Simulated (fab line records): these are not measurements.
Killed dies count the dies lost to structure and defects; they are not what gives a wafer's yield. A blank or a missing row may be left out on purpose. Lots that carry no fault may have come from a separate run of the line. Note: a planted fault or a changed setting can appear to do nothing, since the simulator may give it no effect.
Which of the tools did it?    flow rit_cmos    Sampling: 6 lots, 18 wafers, 2 of 202 route steps

== WHAT THE GAUGES READ, wafer by wafer ==
RIT_PLDD_OVL_MEAS_06.
lot   measured     on          PLDD_OVL (nm)
L446  day 3 05:46  overlay-01  2.2 1.7 0.9
L449  day 3 20:43  overlay-02  -1.3 -0.4 -0.7
L451  day 4 07:41  overlay-02  1.6 1.5 0.6
L453  day 4 20:16  overlay-02  0.0 0.9 0.0
L458  day 6 03:28  overlay-01  - - -
L466  day 7 09:31  overlay-02  -3.1 -1.4 -2.5

== TOOL THAT RAN EACH LOT (tool first, then ch and the chambers of the sampled wafers, then the start) ==
lot   RIT_PLDD_EXPOSE_03
L446  iline_stepper-01 ch 0, day 3 05:22
L449  iline_stepper-01 ch 0, day 3 20:19
L451  iline_stepper-02 ch 0, day 4 07:17
L453  iline_stepper-01 ch 0, day 4 19:52
L458  iline_stepper-02 ch 0, day 6 03:04
L466  iline_stepper-01 ch 0, day 7 09:10
- RIT_PLDD_EXPOSE_03: exposes mask M8, target cd 40900 nm.

== THE ANSWER, worked out from the rows above alone ==
Rule: what is usual is taken from the lots themselves. The widest of any qualifying gaps counts: lots, ordered by their means at a reading, are off when they make up no more than a third of the lots, leave a main group of 4 or more, and stand apart from it by 3 or more times the standard deviation of that group's means. If all means in a main group match to the digits the tables above print for the reading, that group is not used. A lot without any number at a reading at which 4 lots or more have one is off too. Where the step has rows for the other lots, those lots are counted as sound.
Off: L458, seen at RIT_PLDD_OVL_MEAS_06 (PLDD_OVL). Without a number there: L458. The main group: mean -0.0 nm, standard deviation 1.4.
If a tool, at a process step before that reading, ran all the lots that are off and no sound lot after the first of them, it fits. Those tools and the gauges at RIT_PLDD_OVL_MEAS_06 are tried in the same way. Can't be told from this: 2 tools fit, iline_stepper-02 at RIT_PLDD_EXPOSE_03, overlay-01 at RIT_PLDD_OVL_MEAS_06.

== WHAT THE SIMULATOR PUT IN ==
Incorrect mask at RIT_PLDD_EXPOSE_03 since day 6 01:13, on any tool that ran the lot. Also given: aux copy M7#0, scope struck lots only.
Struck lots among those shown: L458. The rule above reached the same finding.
